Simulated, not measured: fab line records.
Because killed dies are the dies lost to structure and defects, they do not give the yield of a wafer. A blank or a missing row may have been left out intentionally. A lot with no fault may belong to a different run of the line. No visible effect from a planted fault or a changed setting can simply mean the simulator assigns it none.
A lot that was struck, set against a sound lot / flow berkeley-cmos170 / 13 steps out of a route of 331
Sound: these wafers, L321.1, L321.3, L321.5. Struck: wafers L327.2, L327.4, L327.5. Last of all comes the cause.
Each step with rows lists, per side, the tool, then ch with its chambers, then its first start. Under that, the readings that differ: sound wafers / struck wafers / difference of the means / sigmas: that difference in standard deviations of wafers without a fault.
alike: same words and numbers on both sides, and readings whose means sit less than 2 such deviations apart. not compared: any withheld reading, any reading some wafer has no value for, any bound like >300 that may hide the same value, and any number with overlapping values for which the record gives no deviation.
Wherever a step has rows on one side only, a row that says differs or no value, or a row with sigmas, the two part there. Numbers that have no deviation but don't overlap get no sigmas and don't part them. A reading missing from all wafers of one side parts the sides only when that side holds two or more wafers.

UCB170_FIELD_THK_MEAS_02:
  sound: film-metro-01 at day 4 15:20; struck: film-metro-01 at day 6 04:36
  alike: FIELD_OXIDE_THK
then, 4 steps without rows for these wafers: UCB170_FIELD_ANNEAL_03 (time 1200 s); UCB170_FIELD_WET_ETCH_04 (etches SiO2 in dHF, time 60 s); UCB170_FIELD_WET_ETCH_05 (etches Si3N4 in H3PO4, time 12600 s); UCB170_FIELD_WET_ETCH_06 (etches SiO2 in BOE, time 22 s).
UCB170_FIELD_THK_MEAS_90:
  sound: film-metro-03 at day 4 21:47; struck: film-metro-01 at day 6 12:39
  alike: FIELD_OXIDE_LEFT_1_THK
then, 2 steps without rows for these wafers: UCB170_SACOX_CLEAN_00 (cleans in dHF, time 7.5 s); UCB170_SACOX_OXIDATION_01 (target thk 14.4 nm, ox time 2400 s).
UCB170_SACOX_THK_MEAS_02:
  sound: film-metro-03 at day 5 00:30; struck: film-metro-04 at day 6 17:11
  alike: SACOX_OXIDE_THK
then, 2 steps without rows for these wafers: UCB170_SCREENOX_WET_ETCH_00 (etches SiO2 in dHF, time 200 s); UCB170_SCREENOX_OXIDATION_01 (target thk 14.4 nm, ox time 2400 s).
UCB170_SCREENOX_THK_MEAS_02:
  sound: film-metro-04 at day 5 03:30; struck: film-metro-04 at day 6 21:34
reading=SCREENOX_OXIDE_THK (nm); sound=14.48 14.69 14.75; struck=14.11 13.97 14.16; difference=-0.56; sigmas=-2
UCB170_SCREENOX_ANNEAL_03: time 900 s.
  struck on furnace-02, day 7 01:10; sound on furnace-04 ch 0, day 5 08:25
  no value came back on the struck wafers for spike-tc-centre-C (C), spike-tc-load-C (C), zone-power-source-pct (%); on the sound wafers spike-tc-centre-C (C) reads 902.4 903.1 902.3

WHERE THEY PART
At UCB170_SCREENOX_THK_MEAS_02 first; at UCB170_SCREENOX_ANNEAL_03 last (within this record only).

WHY: what the simulator had put in
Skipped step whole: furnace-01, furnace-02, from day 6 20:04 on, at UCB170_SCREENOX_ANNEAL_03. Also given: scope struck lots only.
